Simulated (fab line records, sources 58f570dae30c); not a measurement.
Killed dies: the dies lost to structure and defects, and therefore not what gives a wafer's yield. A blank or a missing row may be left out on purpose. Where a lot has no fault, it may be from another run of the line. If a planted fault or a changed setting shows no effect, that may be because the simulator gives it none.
Which tool was responsible?    flow berkeley cmos170    Sampling: 13 lots, 39 wafers, 5 of 331 route steps

## WHAT THE GAUGES SHOWED, per wafer
UCB170_M2_THK_MEAS_03: measures by xrf. Usual: M2_AL_THK gives 901 nm (standard deviation 11).
lot   measured      on             M2_AL_THK (nm)  flag
L417  day 8 23:04   film metro-04  901 892 901     
L419  day 9 12:34   film metro-01  905 931 901     
L421  day 9 20:21   film metro-04  913 916 922     
L420  day 9 21:26   film metro-02  894 888 902     
L427  day 10 14:52  film metro-01  913 915 912     
L424  day 10 14:54  film metro-04  892 884 886     
L425  day 10 15:10  film metro-02  897 895 894     
L429  day 11 00:36  film metro-04  901 892 898     
L426  day 11 00:40  film metro-02  902 900 902     
L431  day 12 01:19  film metro-02  896 899 904     
L432  day 12 02:29  film metro-01  902 902 913     
L430  day 12 02:46  film metro-04  895 901 893     
L437  day 13 08:52  film metro-04  880 884 897     

UCB170_V2_THK_MEAS_01. Usual: V2_TEOS_THK gives 2008 nm (standard deviation 23).
lot   measured      on             V2_TEOS_THK (nm)               flag
L417  day 9 02:38   film metro-03  1980 2027 2018                 
L419  day 9 15:24   film metro-01  2011 2049 2014                 
L421  day 10 00:34  film metro-01  2028 2044 2021                 
L420  day 10 01:40  film metro-01  1992 2034 2022                 
L427  day 10 18:25  film metro-02  1998 1986 1999                 
L424  day 10 18:35  film metro-01  1988 2038 2021                 
L425  day 10 18:59  film metro-02  1994 2033 2019                 
L429  day 11 02:59  film metro-03  1943 1987 1999                 
L426  day 11 03:14  film metro-02  1995 1987 2000                 
L431  day 12 03:56  film metro-01  2026 2033 2047                 
L432  day 12 05:13  film metro-01  1992 1758 1973 1991 1757 1972  OFF
L430  day 12 05:27  film metro-02  2002 2029 2017                 
L437  day 13 11:31  film metro-01  1983 2000 1989                 

UCB170_V2_CD_MEAS_90 targets a cd of 700 nm. Usual: 699.4 nm for cd nm, sd 1.8.
lot   measured      on         cd nm (nm)         flag
L417  day 9 05:09   cd sem-01  700.6 700.8 699.3  
L419  day 9 17:25   cd sem-01  700.5 696.8 699.0  
L421  day 10 03:08  cd sem-01  701.2 699.8 701.7  
L420  day 10 03:41  cd sem-01  701.2 700.1 698.0  
L427  day 10 20:47  cd sem-01  699.1 701.3 697.7  
L424  day 10 21:54  cd sem-02  699.9 698.6 697.7  
L425  day 10 22:09  cd sem-02  696.7 699.2 698.4  
L429  day 11 05:13  cd sem-02  700.2 702.0 701.6  
L426  day 11 05:31  cd sem-01  697.1 697.7 696.2  
L431  day 12 06:07  cd sem-02  700.2 699.5 695.9  
L432  day 12 10:04  cd sem-02  697.7 697.6 699.2  
L430  day 12 07:35  cd sem-01  700.3 703.0 701.0  
L437  day 13 14:08  cd sem-02  702.4 700.0 699.0  

## EACH LOT AND THE TOOL THAT RAN IT (in order: tool; ch and the chambers of the sampled wafers; start)
lot   UCB170_M1_ETCH_11                   UCB170_V2_CVD_00
L417  rie diel-04 ch 0,2,3, day 8 14:31   pecvd-01 ch 0,1, day 9 02:28
L419  rie diel-04 ch 0,2, day 9 07:34     pecvd-02 ch 1,2, day 9 15:14
L421  rie diel-02 ch 0,3, day 9 15:30     pecvd-04 ch 0,1, day 10 00:23
L420  rie diel-03 ch 0,2,3, day 9 15:55   pecvd-01 ch 0,2, day 10 01:31
L427  rie diel-04 ch 1,3, day 10 09:05    pecvd-02 ch 0,1,2, day 10 18:16
L424  rie diel-03 ch 0,1,3, day 10 09:27  pecvd-01 ch 1,2, day 10 18:25
L425  rie diel-04 ch 0,1, day 10 09:52    pecvd-04 ch 0,1, day 10 18:45
L429  rie diel-03 ch 0,1,2, day 10 18:31  pecvd-04 ch 1,2, day 11 02:50
L426  rie diel-03 ch 0,1, day 10 19:49    pecvd-01 ch 0,1, day 11 03:04
L431  rie diel-02 ch 0,2,3, day 11 20:25  pecvd-01 ch 0,1,2, day 12 03:49
L432  rie diel-03 ch 0,3, day 11 20:53    pecvd-04 ch 0,1,2, day 12 05:02
L430  rie diel-04 ch 0,2, day 11 21:56    pecvd-01 ch 0,1,2, day 12 05:17
L437  rie diel-03 ch 0,2, day 13 02:51    pecvd-02 ch 0,2, day 13 11:22
- UCB170_M1_ETCH_11: etches BARC in N2/H2.
- UCB170_V2_CVD_00: deposits SiO2 from TEOS/O2, target thk 2000 nm, time 250 s.

## WHAT THE TOOLS THEMSELVES READ (means of the sampled wafers that have a number; where no wafer has one, the mark that the record gives instead)
UCB170_M1_ETCH_11. Usual: drypump motor current A 5.78 A, standard deviation 0.24; n2 flow sccm 100.07 sccm, standard deviation 0.29; oes product au 1.00 a.u., standard deviation 0.038; throttle valve pct 13.30 %, standard deviation 0.19.
lot   tool         drypump motor current A (A)  n2 flow sccm (sccm)  oes product au (a.u.)  throttle valve pct (%)  flag
L417  rie diel-04  5.66                         100.01               1.02                   13.26                   
L419  rie diel-04  5.74                         100.37               1.02                   13.21                   
L421  rie diel-02  5.87                         100.06               1.00                   13.38                   
L420  rie diel-03  5.88                         100.19               0.97                   13.16                   
L427  rie diel-04  5.56                         100.18               1.02                   13.43                   
L424  rie diel-03  5.73                         100.02               0.97                   13.33                   
L425  rie diel-04  5.64                         100.05               1.02                   13.37                   
L429  rie diel-03  5.83                         100.15               1.00                   13.36                   
L426  rie diel-03  5.69                         100.06               1.02                   13.52                   
L431  rie diel-02  5.80                         100.01               1.00                   13.43                   
L432  rie diel-03  5.75                         100.03               0.94                   13.13                   
L430  rie diel-04  5.75                         100.01               1.02                   13.19                   
L437  rie diel-03  5.84                         99.98                0.99                   13.24                   

UCB170_V2_CVD_00. Usual: 275 W for heater power w, sd 50.
lot   tool      heater power w (W)  flag
L417  pecvd-01  250                 
L419  pecvd-02  324                 
L421  pecvd-04  242                 
L420  pecvd-01  215                 
L427  pecvd-02  288                 
L424  pecvd-01  275                 
L425  pecvd-04  252                 
L429  pecvd-04  293                 
L426  pecvd-01  281                 
L431  pecvd-01  219                 
L432  pecvd-04  284                 
L430  pecvd-01  287                 
L437  pecvd-02  328                 

## THE ANSWER, worked out from the rows above alone
Rule: take the mean of a lot's wafers that have a number; if it is more than 3 standard deviations from the usual mean, the lot is off. A lot without any number at a reading at which 4 lots or more have one is off too. Where the step has rows for the other lots, those lots are counted as sound. The gauges are gone through in route order, then the tools' own readings, and for those a lot's mean is taken as printed above. At the first step where some lot is off, the reading lying furthest off is the one used; lots without a number count as furthest.
Off: at UCB170_V2_THK_MEAS_01 (V2_TEOS_THK), L432.
A tool fits if, at a process step before that reading, it ran every lot that is off, and no sound lot after the first of them. Those tools and the gauges at UCB170_V2_THK_MEAS_01 are tried in the same way. One candidate fits, namely pecvd-04 at UCB170_V2_CVD_00. A fault onset in the window from L429 (day 11 02:50, its last sound lot) to L432 (day 12 05:02, its first lot off) fits.

## WHAT THE SIMULATOR HAD INSERTED
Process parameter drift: pecvd-04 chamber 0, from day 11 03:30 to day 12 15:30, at UCB170_V2_CVD_00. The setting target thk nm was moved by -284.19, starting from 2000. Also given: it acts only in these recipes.
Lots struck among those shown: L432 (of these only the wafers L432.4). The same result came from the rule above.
